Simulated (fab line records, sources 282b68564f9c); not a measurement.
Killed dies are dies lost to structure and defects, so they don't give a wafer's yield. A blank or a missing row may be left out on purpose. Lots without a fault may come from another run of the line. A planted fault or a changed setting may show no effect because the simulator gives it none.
Which tool did it? | flow rit_cmos | 13 lots, 39 wafers sampled, at 4 steps of a route of 202

WHAT THE GAUGES READ, wafer by wafer
RIT_ACTIVE_BOW_MEAS_00.
lot  | measured    | on            | INCOMING_BOW (um)
L615 | day 1 15:00 | film_metro-01 | -5 -9 1
L616 | day 1 20:01 | film_metro-02 | 0 6 9
L617 | day 2 01:04 | film_metro-04 | 1 3 -7
L618 | day 2 06:00 | film_metro-04 | 0 14 5
L620 | day 2 16:02 | film_metro-01 | 6 -9 -3
L623 | day 3 07:00 | film_metro-02 | 5 -1 3
L624 | day 3 12:00 | film_metro-04 | 5 -7 -2
L627 | day 4 03:04 | film_metro-04 | 3 3 -9
L628 | day 4 08:01 | film_metro-02 | -9 2 4
L632 | day 5 04:02 | film_metro-02 | 9 4 -10
L633 | day 5 09:04 | film_metro-02 | 4 11 9
L636 | day 6 00:04 | film_metro-02 | -3 -6 8
L637 | day 6 05:00 | film_metro-04 | 0 7 3

RIT_PRETRO_OVL_MEAS_06.
lot  | measured    | on         | PRETRO_OVL (nm)
L615 | day 2 14:11 | overlay-01 | 3.2 1.8 1.4
L616 | day 2 19:32 | overlay-01 | 1.0 -0.3 0.2
L617 | day 3 00:30 | overlay-01 | -2.5 -2.7 -3.5
L618 | day 3 03:41 | overlay-02 | -1.3 -0.8 -0.6
L620 | day 3 15:14 | overlay-02 | -1.9 -1.2 -0.8
L623 | day 4 09:43 | overlay-02 | -2.1 -3.9 -2.6
L624 | day 4 10:02 | overlay-02 | -3.0 -1.0 -2.7
L627 | day 5 10:44 | overlay-01 | 1.9 2.6 0.3
L628 | day 5 16:13 | overlay-01 | 0.0 -0.4 -0.3
L632 | day 6 16:02 | overlay-01 | -1.4 -0.2 -2.2
L633 | day 6 20:35 | overlay-01 | 1.2 0.8 0.7
L636 | day 7 07:04 | overlay-01 | -1.9 -2.0 -1.5
L637 | day 7 05:44 | overlay-01 | 0.3 0.4 -0.6

RIT_CONTACT_CD_MEAS_90: target cd 1000 nm.
lot  | measured    | on        | cd_nm (nm)
L615 | day 3 14:16 | cd_sem-01 | 1000.7 998.2 1002.3
L616 | day 3 19:56 | cd_sem-01 | 1002.1 1001.7 1001.9
L617 | day 3 22:18 | cd_sem-01 | 998.4 997.5 998.2
L618 | day 4 02:54 | cd_sem-01 | 997.5 995.6 996.7
L620 | day 4 13:37 | cd_sem-02 | 1001.3 1001.2 1003.9
L623 | day 5 10:23 | cd_sem-02 | 1003.8 1004.2 1004.4
L624 | day 5 10:41 | cd_sem-01 | 1001.3 1001.5 1000.3
L628 | day 7 01:01 | cd_sem-01 | 1000.6 1001.0 1002.5
L632 | day 7 16:36 | cd_sem-01 | 999.7 1000.6 999.2
L633 | day 7 23:20 | cd_sem-02 | 998.6 1001.3 1001.8
L636 | day 8 07:02 | cd_sem-02 | 1000.1 998.6 999.7
L637 | day 8 04:47 | cd_sem-01 | 1005.7 1001.6 1002.8

WHICH TOOL RAN EACH LOT (tool, then ch and the chambers of the sampled wafers, then the start)
lot  | RIT_PLDD_STRIP_09
L615 | plasma_asher-04 ch 0,1, day 3 04:54
L616 | plasma_asher-04 ch 0,1, day 3 10:56
L617 | plasma_asher-02 ch 0,1, day 3 13:20
L618 | plasma_asher-02 ch 0,1, day 3 17:45
L620 | plasma_asher-04 ch 0,1, day 4 04:41
L623 | plasma_asher-02 ch 0,1, day 5 01:15
L624 | plasma_asher-04 ch 0,1, day 5 01:29
L627 | plasma_asher-02 ch 0,1, day 6 11:53
L628 | plasma_asher-03 ch 0,1, day 6 14:16
L632 | plasma_asher-04 ch 0,1, day 7 07:24
L633 | plasma_asher-04 ch 0,1, day 7 13:40
L636 | plasma_asher-03 ch 0,1, day 7 20:19
L637 | plasma_asher-04 ch 1, day 7 19:59
- RIT_PLDD_STRIP_09: strips in O2, time 180 s.

WHAT THE TOOLS THEMSELVES READ (means of the sampled wafers that have a number; where no wafer has one, the mark that the record gives instead)
RIT_PLDD_STRIP_09.
lot  | tool            | drypump_motor_current_A (A) | run_length_s (s)
L615 | plasma_asher-04 | 5.2                         | 208.6
L616 | plasma_asher-04 | 5.2                         | 208.4
L617 | plasma_asher-02 | 6.4                         | 208.0
L618 | plasma_asher-02 | 6.5                         | 207.9
L620 | plasma_asher-04 | 5.2                         | 208.5
L623 | plasma_asher-02 | 6.5                         | 207.8
L624 | plasma_asher-04 | 5.2                         | 208.4
L627 | plasma_asher-02 | 6.5                         | 72.2
L628 | plasma_asher-03 | 6.3                         | 208.4
L632 | plasma_asher-04 | 5.2                         | 208.8
L633 | plasma_asher-04 | 5.2                         | 208.6
L636 | plasma_asher-03 | 6.3                         | 207.9
L637 | plasma_asher-04 | 5.2                         | 208.6

THE ANSWER, worked out from the rows above alone
Rule: what is usual is taken from the lots themselves. Put in order of their means at a reading, lots are off if they are a third of the lots or fewer, leave a main group of 4 or more, and stand apart from it by a gap of 3 or more times the standard deviation of the main group's means; of several such gaps the widest counts. A main group whose means are all the same, to the digits that the tables above print for the reading, isn't used. A lot without any number at a reading at which 4 lots or more have one is off too. The other lots that the step has rows for count as sound. The gauges are gone through in route order, then the tools' own readings, and for those a lot's mean is taken as printed above. The first step at which some lot is off is used, and at that step the reading that is off furthest; a lot without a number counts as furthest.
Off: L627, at RIT_PLDD_STRIP_09 (run_length_s). The main group: mean 208.3 s, standard deviation 0.32.
A tool fits if, at that step or a process step before it, it ran every lot that is off, and no sound lot after the first of them. One fits: plasma_asher-02 at RIT_PLDD_STRIP_09. Its last sound lot is L623 (day 5 01:15), its first lot that is off L627 (day 6 11:53): a fault that began between those two fits.
The tool's own readings at RIT_PLDD_STRIP_09 bear it out: on the lots that are off they differ by more than 5 times the standard deviation of the sound lots' means. run_length_s reads 72.2 s there against 208.3 s on the sound lots.

WHAT THE SIMULATOR HAD PUT IN
Strip aborted: plasma_asher-02, from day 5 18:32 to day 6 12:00, at RIT_PLDD_STRIP_09. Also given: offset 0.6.
Lots struck among those shown: L627. The rule above found the same.
